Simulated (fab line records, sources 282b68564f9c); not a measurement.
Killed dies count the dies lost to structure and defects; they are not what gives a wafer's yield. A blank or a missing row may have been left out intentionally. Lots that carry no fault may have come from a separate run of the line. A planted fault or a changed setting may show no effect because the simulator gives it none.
Problem report in the 8D (eight disciplines) form, filled by code / flow rit cmos / the parts of the form that need people (team, actions taken, sign-off) are left out

1. WHAT WENT WRONG
Wafers free of any fault read 115.8 ohm/sq (standard deviation 0.32) for PSD_RS at RIT_SDANNEAL_RS_MEAS_04, against a mean of 121.3 ohm/sq on 9 wafers of 3 lots. That puts it +17 standard deviations away from the usual mean.
The step: measures by four-point-probe.
Seen first at day 5 05:46 on film metro-04, wafer L404.1. Wafers with a number at this step in the record: 42, from 14 lots. The rule behind "out" and "out of limits": a value lying over 4 standard deviations away from the usual mean. The other wafers with a number count as sound.

2. WHAT THIS IS AND IS NOT
question=which readings at this step | is=PSD_RS | is not=-
question=which lots | is=L404, L406, L408 | is not=L395, L396, L397, L398, L399, L402, L403, L411, L413, L416, L418
question=which wafers of those lots | is=all that have a number | is not=-
question=read on which gauges | is=film metro-01, film metro-04 | is not=film metro-03
question=when | is=from day 5 05:46 | is not=up to then (21 sound wafers); but 12 sound wafers of L411, L413, L416, L418 came after

3. SUSPECTS, AND WHAT RULES EACH OUT
Counting: any tool at a process step up to the reading is kept as a suspect provided that every lot that is out went through it and no sound lot did after the first of them.
- the gauge at RIT_SDANNEAL_RS_MEAS_04: ruled out. Those wafers that are out were read across 2 gauges (film metro-01, film metro-04).
- rtp anneal-01 at RIT_SDANNEAL_RTA_03 (time 5 s): ruled out as a lasting fault. Sound lots L418 ran on it after its first lot that is out, L404 (day 5 05:43).
Left after counting: nothing in the record.

4. THE CAUSE (what the simulator had put in)
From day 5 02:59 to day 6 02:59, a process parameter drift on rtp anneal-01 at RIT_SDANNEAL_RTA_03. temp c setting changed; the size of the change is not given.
The count ruled it out by mistake, since the rule takes a fault to strike every lot its tool runs from the start of the fault on, and this one did not do so.

5. THE EFFECT CHAIN, in route order
Each row: a reading where the mean over the struck wafers with a number is more than 3 standard deviations away from the usual. Only readings for which the record gives a usual standard deviation are gone through. hours: the time from each lot's start at the first step in this table that gives one to its start at this step, as a median over the lots. sigmas: the change in usual standard deviations.
hours=0; step=RIT_SDANNEAL_RTA_03; reading=wafer_temp_C_max; usual=1053.6; on struck wafers=1044.5; change=-9.1; sigmas=-7.6
hours=0; step=RIT_SDANNEAL_RS_MEAS_04; reading=PSD_RS; usual=115.8 ohm/sq; on struck wafers=121.3; change=+5.5; sigmas=+17
hours=0; step=RIT_SDANNEAL_RS_MEAS_06; reading=PLDD_RS; usual=177.7 ohm/sq; on struck wafers=182.9; change=+5.2; sigmas=+12
Process steps it contains:
- RIT_SDANNEAL_RTA_03: time 5 s.
Later measuring or inspecting steps at which every struck wafer that the step has a row for has a number for every such reading, and none has moved that far: RIT_SILICIDE_RS_MEAS_02, RIT_CONTACT_OVL_MEAS_09.

6. HOW IT WOULD HAVE BEEN CAUGHT EARLIER
3 hours passed between the start of the fault at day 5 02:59 and the first reading out of limits at a measuring or inspecting step in this record, taken at day 5 05:46.
At RIT_SDANNEAL_RTA_03, the tool's own readings (wafer_temp_C_max) were out on each struck wafer the step has a row for, so an alarm limit on them would have fired on the first such wafer.
